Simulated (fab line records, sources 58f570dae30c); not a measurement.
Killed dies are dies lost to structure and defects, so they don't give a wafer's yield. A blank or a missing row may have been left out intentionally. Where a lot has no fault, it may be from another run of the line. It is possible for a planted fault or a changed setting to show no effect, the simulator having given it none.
Problem report, 8D (eight disciplines) form, completed by code + flow berkeley-cmos170 + the parts of the form that need people (team, actions taken, sign-off) are left out

== 1. THE PROBLEM ==
oes-product-au at UCB170_M3_STRIP_19 reads a mean of 0.315 a.u. on 6 wafers of 2 lots; wafers without a fault read 0.539 a.u. with a standard deviation of 0.025. That puts it -9.0 standard deviations away from the usual mean.
The step: strips in O2.
First seen on wafer L789.1, day 11 04:18, on plasma-asher-02. The record has a number at this step for 42 wafers belonging to 14 lots. The rule behind "out" and "out of limits": a value lying over 4 standard deviations away from the usual mean. The rest of the wafers with a number are treated as sound.

== 2. WHAT IT IS, AND WHAT IT ISN'T ==
| question                    | is                               | is not                                                                                       |
|-----------------------------|----------------------------------|----------------------------------------------------------------------------------------------|
| which readings at this step | oes-product-au                   | drypump-motor-current-A                                                                      |
| which lots                  | L789, L790                       | L775, L776, L777, L778, L779, L781, L783, L791, L793, L794, L796, L798                       |
| which wafers of those lots  | all that have a number           | -                                                                                            |
| read on which tools         | plasma-asher-02, plasma-asher-04 | plasma-asher-01                                                                              |
| when                        | from day 11 04:18                | up to then (21 sound wafers); but 15 sound wafers of L791, L793, L794, L796, L798 came after |

== 3. THE SUSPECTS, EACH WITH WHAT RULES IT OUT ==
Counting: any tool at a process step up to the reading is kept as a suspect provided that every lot that is out went through it and no sound lot did after the first of them.
- rie-metal-04 at UCB170_M3_METAL_ETCH_18 (etches Al in Cl2/BCl3, stops on SiO2, target depth 1170 nm, time 195 s): kept. All lots that are out passed through it, beginning with L789 at day 11 04:07, and no sound lot followed; its final sound lot before that point was L781 at day 10 05:50.
After counting, what remains is rie-metal-04 at UCB170_M3_METAL_ETCH_18.

== 4. THE CAUSE (what the simulator had put in) ==
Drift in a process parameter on rie-metal-04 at UCB170_M3_METAL_ETCH_18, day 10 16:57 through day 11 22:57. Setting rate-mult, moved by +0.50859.
The count eliminated every tool but this one.

== 5. THE CHAIN OF EFFECTS, in route order ==
Each row: a reading where the mean over the struck wafers with a number is more than 3 standard deviations away from the usual. Scope: only readings with a usual standard deviation given in the record; hours: median across lots of the time from each lot's start at the first step in this table that gives one to its start at this step; sigmas: change in usual standard deviations.
| hours | step               | reading        | usual      | on struck wafers | change | sigmas |
|-------|--------------------|----------------|------------|------------------|--------|--------|
| 0     | UCB170_M3_STRIP_19 | oes-product-au | 0.539 a.u. | 0.315            | -0.224 | -9.0   |
It contains these process steps:
- UCB170_M3_STRIP_19: strips in O2.

== 6. WHAT WOULD HAVE CAUGHT IT SOONER ==
In this record the first reading out of limits was taken at day 11 04:18, 11 hours after the fault began at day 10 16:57.
Tool readings at UCB170_M3_METAL_ETCH_18 with a usual standard deviation given in the record: none out on any struck wafer, hence no alarm at a limit of 4 standard deviations on them.
Lots out: 2; of these, L790 started UCB170_M3_METAL_ETCH_18 on rie-metal-04 after day 11 04:18. A tool hold placed at that time would have kept it from harm.
